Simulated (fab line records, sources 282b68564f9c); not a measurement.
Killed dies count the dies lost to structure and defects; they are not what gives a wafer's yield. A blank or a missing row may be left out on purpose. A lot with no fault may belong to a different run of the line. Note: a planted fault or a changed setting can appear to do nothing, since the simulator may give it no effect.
Struck lot and sound lot, side by side | flow rit-cmos | 16 out of 202 route steps
Sound: these wafers, L806.2, L806.3, L806.5. The struck wafers were L812.1, L812.3, L812.5. Last of all comes the cause.
Order at every step that has rows: each side's tool, ch and its chambers, its first start. Under that, the readings that differ: sound wafers | struck wafers | difference of the means | sigmas: that difference in standard deviations of wafers without a fault.
alike: readings whose means differ by less than 2 such deviations, and words and numbers that are the same on both sides. not compared: withheld readings, readings that some wafer has no value for, bounds like >300 that may hide the same value, and numbers for which the record gives no deviation and whose values overlap.
Wherever a step has rows on one side only, a row that says differs or no value, or a row with sigmas, the two part there. Numbers that have no deviation but don't overlap get no sigmas and don't part them. Lack of a reading on every wafer of one side parts them only where that side has two or more wafers.

RIT_ACTIVE_BOW_MEAS_00:
  sound on film-metro-01 at day 2 16:01; struck on film-metro-01 at day 3 22:00
  alike: INCOMING_BOW
then, 1 step without rows for these wafers: RIT_ACTIVE_OXIDATION_01 (target thk 46.8 nm, ox time 3360 s).
RIT_ACTIVE_THK_MEAS_02:
  sound on film-metro-04 at day 2 18:04; struck on film-metro-04 at day 4 00:18
  reading               | sound          | struck         | difference | sigmas
  ACTIVE_OXIDE_THK (nm) | 48.3 48.2 48.3 | 45.4 44.5 44.9 | -3.3       | -3
then, 1 step without rows for these wafers: RIT_ACTIVE_CVD_03 (deposits Si3N4 from SiH2Cl2/NH3, target thk 150 nm, time 1500 s).
RIT_ACTIVE_THK_MEAS_04:
  sound on film-metro-04 at day 2 19:32; struck on film-metro-01 at day 4 01:46
  reading                 | sound             | struck            | difference | sigmas
  ACTIVE_NITRIDE_THK (nm) | 150.7 149.9 150.7 | 148.3 147.0 146.9 | -3.0       | -2
then, 1 step without rows for these wafers: RIT_ACTIVE_HMDS_05 (prime time 60 s).
RIT_ACTIVE_COAT_06: resist thk 1000 nm.
  sound on litho-track-03 ch 0, day 2 19:46; struck on litho-track-01 ch 0, day 4 02:00
  reading                                     | sound          | struck            | difference | sigmas
  model.NOVOLAK_of_ACTIVE_COAT_06.thk-nm (nm) | 1003 1003 1005 | 933.6 934.3 936.8 | -68.8      |
  alike: chill-plate-temp-C
then, 4 steps without rows for these wafers: RIT_ACTIVE_SOFTBAKE_07 (time 60 s); RIT_ACTIVE_EXPOSE_08 (exposes mask M1, target cd 1400 nm); RIT_ACTIVE_PEB_09; RIT_ACTIVE_DEVELOP_10 (develop time 50 s).
RIT_ACTIVE_CD_MEAS_11: the cd target is 1400 nm.
  sound on cd-sem-02 at day 2 20:28; struck on cd-sem-01 at day 4 02:42
  reading    | sound                | struck               | difference | sigmas
  cd-nm (nm) | 1399.0 1402.0 1400.8 | 1395.1 1397.2 1394.9 | -4.9       | -2
then, 1 step without rows for these wafers: RIT_ACTIVE_HARDBAKE_12 (time 60 s).
RIT_ACTIVE_ETCH_13: etches Si3N4 in SF6, stops on SiO2, time 210 s, target depth 210 nm.
  sound on rie-diel-03 ch 0,1, day 2 20:43; struck on rie-diel-04 ch 0,2, day 4 02:58
  reading                                     | sound             | struck            | difference | sigmas
  oes-product-au (a.u.)                       | 0.815 0.822 0.833 | 0.805 0.795 0.799 | -0.024     | -2
  model.NOVOLAK_of_ACTIVE_COAT_06.thk-nm (nm) | 663.8 660.9 665.2 | 601.4 600.8 603.4 | -61.4      |
  alike: drypump-motor-current-A, throttle-valve-pct
  not compared: rf-hours-counter-h
RIT_ACTIVE_STRIP_14: strips in O2, time 180 s.
  sound on plasma-asher-03 ch 0,1, day 2 20:50; struck on plasma-asher-04 ch 0,1, day 4 03:06
  alike: drypump-motor-current-A, o2-flow-sccm
  not compared: rf-hours-counter-h
RIT_M1_PROBE_99:
  record: rows for the struck wafers here (prober-01, day 5 20:23), none for the sound ones

== WHERE THEY PART ==
First at RIT_ACTIVE_THK_MEAS_02; last, within this record, at RIT_M1_PROBE_99.

WHY: what the simulator had put in
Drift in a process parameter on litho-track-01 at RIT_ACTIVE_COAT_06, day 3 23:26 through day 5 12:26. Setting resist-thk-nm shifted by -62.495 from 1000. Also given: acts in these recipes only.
